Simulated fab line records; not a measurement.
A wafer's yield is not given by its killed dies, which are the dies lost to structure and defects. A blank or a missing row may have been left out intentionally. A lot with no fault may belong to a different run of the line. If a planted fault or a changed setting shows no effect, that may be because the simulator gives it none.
Which tool did it? | flow ritCmos | Sampling: 7 lots, 21 wafers, 3 of 202 route steps

WHAT THE GAUGES SHOWED, per wafer
RIT_SILICIDE_RS_MEAS_02: uses a four-point probe to measure.
lot  | measured    | on           | SILICIDE_TI_RS (ohm/sq)
L152 | day 3 13:37 | filmMetro-03 | 50.3 50.2 50.9
L154 | day 4 00:11 | filmMetro-04 | 50.7 51.1 50.8
L157 | day 4 13:39 | filmMetro-01 | 50.9 50.6 50.7
L159 | day 4 23:54 | filmMetro-01 | 50.8 51.3 50.7
L162 | day 5 13:54 | filmMetro-04 | 50.4 50.8 50.5
L165 | day 6 04:41 | filmMetro-03 | 51.2 50.7 50.8
L167 | day 6 15:26 | filmMetro-01 | - - - - - -

WHAT TOOL EACH LOT RAN ON (gives the tool, then ch and the chambers of the sampled wafers, and finally the start)
lot  | RIT_GATE_STRIP_20                  | RIT_SILICIDE_SPUTTER_01
L152 | plasmaAsher-04 ch 0,1, day 3 00:30 | pvdSputter-01, day 3 13:28
L154 | plasmaAsher-04 ch 0,1, day 3 11:03 | pvdSputter-01, day 4 00:02
L157 | plasmaAsher-01 ch 0,1, day 4 00:40 | pvdSputter-04, day 4 13:30
L159 | plasmaAsher-02 ch 0,1, day 4 11:07 | pvdSputter-04, day 4 23:45
L162 | plasmaAsher-02 ch 0,1, day 5 00:41 | pvdSputter-01, day 5 13:45
L165 | plasmaAsher-01 ch 0,1, day 5 15:43 | pvdSputter-01, day 6 04:32
L167 | plasmaAsher-02 ch 0,1, day 6 02:00 | pvdSputter-01, day 6 15:16
- RIT_GATE_STRIP_20: strips in O2, time 180 s.
- RIT_SILICIDE_SPUTTER_01: material Ti, target thk 30 nm, time 229.5 s.

THE ANSWER, worked out from the rows above alone
Rule: usual is defined by the lots themselves. Put in order of their means at a reading, lots are off if they are a third of the lots or fewer, leave a main group of 4 or more, and stand apart from it by a gap of 3 or more times the standard deviation of the main group's means; of several such gaps the widest counts. Not used: any main group whose means are identical at the precision the tables above print for the reading. Also off: a lot with no number at a reading for which 4 or more lots have one. Where the step has rows for the other lots, those lots are counted as sound.
Off: L167, at RIT_SILICIDE_RS_MEAS_02 (SILICIDE_TI_RS). Without a number there: L167. For the main group the mean is 50.7 ohm/sq and the standard deviation 0.17.
If a tool, at a process step before that reading, ran all the lots that are off and no sound lot after the first of them, it fits. Those tools and the gauges at RIT_SILICIDE_RS_MEAS_02 are tried in the same way. Can't be told from this: 3 tools fit, plasmaAsher-02 at RIT_GATE_STRIP_20, pvdSputter-01 at RIT_SILICIDE_SPUTTER_01, filmMetro-01 at RIT_SILICIDE_RS_MEAS_02.

WHAT THE SIMULATOR HAD PUT IN
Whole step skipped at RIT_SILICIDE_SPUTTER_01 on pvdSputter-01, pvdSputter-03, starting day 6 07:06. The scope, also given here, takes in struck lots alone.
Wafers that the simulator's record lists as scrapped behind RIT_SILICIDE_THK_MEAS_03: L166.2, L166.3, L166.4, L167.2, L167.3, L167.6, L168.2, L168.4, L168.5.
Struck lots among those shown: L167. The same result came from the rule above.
